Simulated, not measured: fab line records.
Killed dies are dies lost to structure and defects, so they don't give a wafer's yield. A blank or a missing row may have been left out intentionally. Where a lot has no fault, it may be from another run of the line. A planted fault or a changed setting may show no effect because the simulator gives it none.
Problem report, 8D (eight disciplines) form, completed by code ; flow ritCmos ; the parts of the form that need people (team, actions taken, sign-off) are left out

## 1. PROBLEM STATEMENT
Mean of o2FlowSccm at RIT_GATE_STRIP_20: 3208 sccm across 6 wafers in 3 lots; on wafers with no fault it is 4000 sccm (standard deviation 13). Measured from the usual mean, that is -61 standard deviations.
The step: strips in O2, time 180 s.
First seen on wafer L885.1, day 3 12:09, on plasmaAsher-04. Wafers with a number at this step in the record: 45, from 15 lots. Rule for "out" (also "out of limits"): further than 4 standard deviations from the usual mean. All remaining wafers that have a number are taken as sound.

## 2. WHAT IT IS, AND WHAT IT ISN'T
question;is;is not
which readings at this step;o2FlowSccm;drypumpMotorCurrentA
which lots;L885, L886, L887;L881, L882, L883, L893, L895, L897, L898, L900, L901, L902, L903, L904
which wafers of those lots;L885.1, L885.3, L886.3, L886.5, L887.1, L887.3;L885.4, L886.1, L887.6
read on which tools;plasmaAsher-04;plasmaAsher-01, plasmaAsher-03
when;from day 3 12:09;"up to then (10 sound wafers); but 29 sound wafers of L886, L887, L893, L895, L897, L898, L900, L901, L902, L903, L904 came after"

## 3. SUSPECTS, AND WHAT RULES EACH OUT
Counting: a tool at a process step up to the reading stays a suspect if it ran every lot that is out. Sound lots after the first of them don't rule it out here, since some wafers of a struck lot are sound.
- plasmaAsher-04 at RIT_GATE_STRIP_20 (strips in O2, time 180 s): kept. It processed each lot that is out (first: L885, day 3 12:09); up to then, its last sound lot is L882 (day 2 22:46). Out on those wafers are its own readings of o2FlowSccm.
- At RIT_GATE_STRIP_20 on plasmaAsher-04, chamber 1 took the sound wafers of the same lots and chamber 0 took the wafers that are out.
The count leaves plasmaAsher-04 at RIT_GATE_STRIP_20.

## 4. THE CAUSE (what the simulator had put in)
plasmaAsher-04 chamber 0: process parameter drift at RIT_GATE_STRIP_20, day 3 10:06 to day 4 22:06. From 4000, the setting o2FlowSccm moved by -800. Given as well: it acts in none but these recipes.
Only this tool survived the counting.

## 5. SEQUENCE OF EFFECTS, ordered by route
Each row: a reading where the mean over the struck wafers with a number is more than 3 standard deviations away from the usual. Only readings for which the record gives a usual standard deviation are gone through. hours: the time from each lot's start at the first step in this table that gives one to its start at this step, as a median over the lots. sigmas: the change in usual standard deviations.
hours;step;reading;usual;on struck wafers;change;sigmas
0;RIT_GATE_STRIP_20;o2FlowSccm;4000 sccm;3208;-792;-61
Its process steps:
- RIT_GATE_STRIP_20: strips in O2, time 180 s.

## 6. WHAT WOULD HAVE CAUGHT IT SOONER
In this record no reading fell out of limits until day 3 12:09, 2 hours after the fault had begun at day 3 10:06.
